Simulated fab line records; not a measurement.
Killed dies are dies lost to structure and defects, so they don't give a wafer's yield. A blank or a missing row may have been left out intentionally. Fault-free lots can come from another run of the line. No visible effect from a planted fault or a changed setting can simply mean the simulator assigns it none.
Chamber matching + flow berkeley cmos170 + UCB170_SPACER_ETCHBACK_03 on rie diel-04: 4 sister chambers
The step etches SiO2 in CHF3/CF4/Ar, stops on Si, target depth 376 nm, time 100 s. 14 wafers are shown with their chamber, then 7 later ones without.

WAFERS PAIRED WITH THEIR CHAMBERS
| wafer  | chamber | throttle valve pct (%) | drypump motor current A (A) | oes product au (a.u.) |
|--------|---------|------------------------|-----------------------------|-----------------------|
| L630.1 | 3       | 6.47                   | 6.2                         | 0.919                 |
| L630.2 | 1       | 6.55                   | 6.3                         | 0.892                 |
| L630.6 | 2       | 6.36                   | 5.6                         | 0.897                 |
| L628.1 | 0       | 6.52                   | 6.1                         | 0.901                 |
| L628.3 | 1       | 6.54                   | 6.4                         | 0.892                 |
| L628.4 | 3       | 6.47                   | 6.2                         | 0.926                 |
| L640.1 | 3       | 6.46                   | 6.2                         | 0.926                 |
| L640.5 | 3       | 6.46                   | 6.1                         | 0.921                 |
| L640.6 | 0       | 6.50                   | 6.1                         | 0.906                 |
| L642.2 | 3       | 6.47                   | 6.2                         | 0.919                 |
| L642.5 | 0       | 6.51                   | 6.1                         | 0.922                 |
| L642.6 | 3       | 6.46                   | 6.2                         | 0.933                 |
| L644.2 | 3       | 6.46                   | 6.2                         | 0.916                 |
| L644.4 | 1       | 6.55                   | 6.4                         | 0.922                 |

SIGNATURES (averages over the wafers above)
| reading                 | chamber 0 | chamber 1 | chamber 2 | chamber 3 | scatter within a chamber |
|-------------------------|-----------|-----------|-----------|-----------|--------------------------|
| throttle valve pct      | 6.5100    | 6.5467    | 6.3600    | 6.4643    | 0.00662                  |
| drypump motor current A | 6.100     | 6.367     | 5.600     | 6.186     | 0.039                    |
| oes product au          | 0.90967   | 0.90200   | 0.89700   | 0.92286   | 0.0102                   |
Rule: for a wafer and a chamber, the distance is found by dividing, reading by reading, the gap between the wafer's reading and the chamber's mean by the reading's scatter, squaring, summing and taking the root. The wafer belongs to the nearest chamber; if the next one is less than 2 further off, it can't be placed. The scatter is the square root of a quotient: the sum, over the shown wafers, of each reading's squared deviation from its chamber's mean, divided by wafers minus chambers.

WAFERS MISSING THEIR CHAMBER
| wafer  | throttle valve pct (%) | drypump motor current A (A) | oes product au (a.u.) |
|--------|------------------------|-----------------------------|-----------------------|
| L644.6 | 6.48                   | 6.2                         | 0.936                 |
| L646.1 | 6.56                   | 6.4                         | 0.908                 |
| L646.2 | 6.46                   | 6.2                         | 0.913                 |
| L646.5 | 6.53                   | 6.4                         | 0.896                 |
| L648.2 | 6.50                   | 6.1                         | 0.902                 |
| L648.3 | 6.55                   | 6.4                         | 0.890                 |
| L648.6 | 6.36                   | 5.6                         | 0.905                 |

WHICH CHAMBER EACH ONE RAN IN
| wafer  | from the rows above | in truth |
|--------|---------------------|----------|
| L644.6 | 3                   | 3        |
| L646.1 | 1                   | 1        |
| L646.2 | 3                   | 3        |
| L646.5 | 1                   | 1        |
| L648.2 | 0                   | 0        |
| L648.3 | 1                   | 1        |
| L648.6 | 2                   | 2        |
Correctly placed: 7 of 7. Can't be placed from these rows: 0. Placed wrongly: 0.
